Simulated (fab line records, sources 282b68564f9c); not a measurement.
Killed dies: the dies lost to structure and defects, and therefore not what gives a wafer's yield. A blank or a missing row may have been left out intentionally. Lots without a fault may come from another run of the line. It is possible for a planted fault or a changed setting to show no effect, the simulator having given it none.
A struck lot beside a sound one | flow rit cmos | 28 out of 202 route steps
Sound: the wafers L830.1, L830.3, L830.5. Struck: wafer L841.5 (left out: L841.3, L841.4 of the same lot, which were not struck); the cause appears at the end.
Each step with rows lists, per side, the tool, then ch with its chambers, then its first start. Under that, the readings that differ: sound wafers | struck wafers | difference of the means | sigmas: that difference in standard deviations of wafers without a fault.
alike: readings with means less than 2 such deviations apart, plus words and numbers identical on both sides. not compared: withheld readings, readings lacking a value on some wafer, bounds such as >300 that could conceal the same value, and numbers that have no deviation in the record and whose values overlap.
Wherever a step has rows on one side only, a row that says differs or no value, or a row with sigmas, the two part there. Non-overlapping numbers with no deviation appear without sigmas and do not part them. Lack of a reading on every wafer of one side parts them only where that side has two or more wafers.

RIT_SDANNEAL_RTA_03: time 5 s.
  sound on rtp anneal-01 ch 0, day 3 14:10; struck on rtp anneal-02 ch 0, day 5 20:02
  alike: wafer_temp_C_max
RIT_SDANNEAL_RS_MEAS_04: uses a four-point probe to measure.
  sound on film metro-04 at day 3 14:14; struck on film metro-04 at day 5 20:07
  alike: PSD_RS
RIT_SDANNEAL_RS_MEAS_05: uses a four-point probe to measure.
  sound on film metro-04 at day 3 14:21; struck on film metro-04 at day 5 20:14
  alike: NSD_RS
RIT_SDANNEAL_RS_MEAS_06: uses a four-point probe to measure.
  sound on film metro-04 at day 3 14:28; struck on film metro-04 at day 5 20:21
  alike: PLDD_RS
RIT_SDANNEAL_RS_MEAS_07: uses a four-point probe to measure.
  sound on film metro-04 at day 3 14:35; struck on film metro-04 at day 5 20:28
  alike: NLDD_RS
then, 1 step without rows for these wafers: RIT_SILICIDE_WET_ETCH_00 (etches SiO2 in BOE, target depth 14 nm, time 15 s).
RIT_SILICIDE_SPUTTER_01: material Ti, target thk 30 nm, time 240 s.
  sound on pvd sputter-01 at day 3 14:43; struck on pvd sputter-03 at day 5 20:34
  alike: cathode dc power W, throttle valve pct
RIT_SILICIDE_RS_MEAS_02: uses a four-point probe to measure.
  sound on film metro-03 at day 3 14:52; struck on film metro-02 at day 5 20:45
  reading                 | sound          | struck | difference | sigmas
  SILICIDE_TI_RS (ohm/sq) | 51.0 49.5 49.4 | 51.8   | +1.8       | +2
RIT_SILICIDE_THK_MEAS_03: measures by xrf.
  sound on film metro-03 at day 3 14:59; struck on film metro-02 at day 5 20:51
  reading              | sound          | struck | difference | sigmas
  SILICIDE_TI_THK (nm) | 28.7 29.3 29.6 | 28.1   | -1.1       | -2
RIT_SILICIDE_RTA_04: time 10 s, ramp up 5 s, ramp down 5 s.
  sound on rtp anneal-01 ch 0, day 3 15:03; struck on rtp anneal-01 ch 0, day 5 20:55
  alike: wafer_temp_C_max
then, 1 step without rows for these wafers: RIT_SILICIDE_WET_ETCH_05 (etches Ti in SPM, time 120 s).
RIT_SILICIDE_RTA_06: time 10 s, ramp up 5 s, ramp down 10 s.
  sound on rtp anneal-01 ch 0, day 3 15:10; struck on rtp anneal-02 ch 0, day 5 21:01
  reading          | sound             | struck | difference | sigmas
  wafer_temp_C_max | 752.7 752.1 752.0 | 753.6  | +1.3       | +2
RIT_CONTACT_CVD_00: deposits SiO2 from TEOS, target thk 400 nm, time 61 s.
  sound on pecvd-01 ch 0,1,2, day 3 15:14; struck on pecvd-02 ch 2, day 5 21:04
  reading                                  | sound             | struck | difference | sigmas
  model.SiO2_of_CONTACT_CVD_00.thk nm (nm) | 393.3 386.6 389.2 | 708.4  | +318.7     |
  alike: heater power w
RIT_CONTACT_THK_MEAS_01:
  sound on film metro-03 at day 3 15:17; struck on film metro-03 at day 5 21:22
  reading               | sound       | struck | difference | sigmas
  CONTACT_TEOS_THK (nm) | 393 387 389 | 709    | +319       | +58
  not compared: hold
then, 5 steps without rows for these wafers: RIT_CONTACT_COAT_03 (resist thk 1000 nm); RIT_CONTACT_SOFTBAKE_04 (time 60 s); RIT_CONTACT_EXPOSE_05 (exposes mask M11, target cd 1000 nm); RIT_CONTACT_PEB_06; RIT_CONTACT_DEVELOP_07 (develop time 120 s).
RIT_CONTACT_CD_MEAS_08: target cd 1000 nm.
  sound on cd sem-01 at day 3 16:19; struck on cd sem-01 at day 6 02:06
  reading    | sound                | struck | difference | sigmas
  cd nm (nm) | 1004.5 1005.6 1005.1 | 996.6  | -8.5       | -4
RIT_CONTACT_OVL_MEAS_09:
  sound on overlay-01 at day 3 16:26; struck on overlay-01 at day 6 02:11
  alike: CONTACT_OVL
then, 1 step without rows for these wafers: RIT_CONTACT_HARDBAKE_10 (time 60 s).
RIT_CONTACT_ETCH_11: etches SiO2 in CHF3/CF4/Ar, stops on TiSi2, target depth 480 nm, time 320 s.
  sound on rie diel-04 ch 0,2,3, day 3 16:37; struck on rie diel-04 ch 3, day 6 02:22
  reading                             | sound             | struck | difference | sigmas
  model.etch.depth nm (nm)            | 393.3 386.6 389.2 | 466.7  | +77.0      |
  model.CONTACT.feature depth nm (nm) | 393.3 386.6 389.2 | 466.7  | +77.0      |
  alike: chamber pressure mTorr, drypump motor current A, oes product au, throttle valve pct
  not compared: rf hours counter h
RIT_CONTACT_STRIP_12: strips in O2, time 180 s.
  sound on plasma asher-04 ch 0,1, day 3 16:49; struck on plasma asher-04 ch 0, day 6 02:37
  alike: chamber pressure mTorr, drypump motor current A
  not compared: rf hours counter h
RIT_CONTACT_CD_MEAS_90: target cd 1000 nm.
  sound on cd sem-02 at day 3 16:59; struck on cd sem-02 at day 6 02:46
  reading    | sound                | struck | difference | sigmas
  cd nm (nm) | 1004.2 1005.6 1004.9 | 996.4  | -8.5       | -4
RIT_CONTACT_CLEAN_13: cleans in SC1, time 600 s.
  sound on wet bench-01 ch 1, day 3 17:06; struck on wet bench-01 ch 2, day 6 02:51
  reading                                  | sound           | struck | difference | sigmas
  model.SiO2_of_CONTACT_CVD_00.thk nm (nm) | 389.2 382.4 385 | 704.2  | +318.7     |
then, 1 step without rows for these wafers: RIT_CONTACT_CLEAN_14 (cleans in SC2, time 600 s).
RIT_M1_PROBE_99:
  sound on prober-01 at day 3 21:40; struck on prober-02 at day 6 07:28
  reading            | sound  | struck                   | difference                   | sigmas
  hold               | - - -  | await dispo/1.6h/release | no value on the sound wafers |
  killed at contacts | 0 0 0  | 253                      | +253                         | +99 or more
  killed dies        | 7 8 11 | 264                      | +255                         | +91
  killed on rim      | 3 2 2  | 70                       | +68                          | +52
  alike: killed at front end, killed open, killed short

== WHERE THEY PART ==
Last at RIT_M1_PROBE_99 as far as this record goes, first at RIT_SILICIDE_RS_MEAS_02.

WHY: the cause the simulator had injected
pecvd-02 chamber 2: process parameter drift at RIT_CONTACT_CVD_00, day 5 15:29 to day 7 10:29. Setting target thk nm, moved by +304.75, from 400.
